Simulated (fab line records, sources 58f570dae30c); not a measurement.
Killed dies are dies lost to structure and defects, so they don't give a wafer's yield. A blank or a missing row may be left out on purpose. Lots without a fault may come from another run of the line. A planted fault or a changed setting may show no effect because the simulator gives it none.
One fault seen from 2 desks | flow berkeley_cmos170 | each desk has only its own numbers; what lay behind them comes last

THE TOOL OWNER'S DESK: rie_si-02
The tool's own readings at UCB170_GATE_ETCH_15 (etches poly-Si in HBr/Cl2, stops on SiO2, time 56.3 s, target depth 278.2 nm): means of the sampled wafers that have a number, for each lot that ran on this tool. A lot is out of limits, marked OUT, if its mean lies more than 4 standard deviations from the usual mean; the brackets give that distance.
Columns: A = chamber_pressure_mTorr at UCB170_GATE_ETCH_15, usual 15.001 mTorr; B = drypump_motor_current_A at UCB170_GATE_ETCH_15, usual 5.7 A; C = oes_product_au at UCB170_GATE_ETCH_15, usual 0.825 a.u.; D = throttle_valve_pct at UCB170_GATE_ETCH_15, usual 26.5 %
lot  | first seen here | A      | B   | C                | D
L486 | day 7 06:06     | 14.993 | 6.3 | 0.827            | 26.7
L492 | day 8 03:51     | 15.002 | 6.3 | 0.776 (-5.9) OUT | 26.7
L493 | day 8 12:04     | 15.012 | 6.0 | 0.773 (-6.3) OUT | 26.4
This desk's finding: out of limits on L492, L493; first on L492, day 8 03:51 (oes_product_au at UCB170_GATE_ETCH_15). In limits: L486.

THE METROLOGY DESK
What the gauges read, lot by lot, whatever tool the lot ran on: means of the sampled wafers that have a number. A lot is out of limits, marked OUT, if its mean lies more than 4 standard deviations from the usual mean; the brackets give that distance.
Columns: A = GATE_POLY_THK at UCB170_GATE_THK_MEAS_05, usual 213.1 nm; B = cd_nm at UCB170_GATE_CD_MEAS_12, usual 349.7 nm; C = GATE_OVL at UCB170_GATE_OVL_MEAS_13, usual -5 nm
lot  | first seen here | A     | B     | C
L486 | day 7 04:12     | 215.6 | 350.5 | -2
L492 | day 8 02:38     | 213.3 | 347.5 | 2
L494 | day 8 10:23     | 212.8 | 349.3 | -5
L493 | day 8 10:27     | 212.5 | 350.0 | -7
L500 | day 10 01:20    | 211.7 | 350.9 | -10
L503 | day 10 14:29    | 213.8 | 348.5 | -7
This desk's finding: nothing out of limits on any of the 6 lots.

PUT TOGETHER
The tool owner's desk could have raised an alarm at day 8 03:51, on L492, L493.
The metrology desk saw nothing out of limits.
The metrology desk has L492, L493 on record, within its limits.
Of the lots named, all ran UCB170_GATE_ETCH_15 on rie_si-02.

WHAT THE SIMULATOR HAD PUT IN
Process parameter drift: rie_si-02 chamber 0, from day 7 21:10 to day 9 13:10, at UCB170_GATE_ETCH_15. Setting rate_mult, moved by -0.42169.
Lots struck among those shown: L492, L493.
Hours from the fault's start to each desk's first reading out of limits: the tool owner's desk, 7.
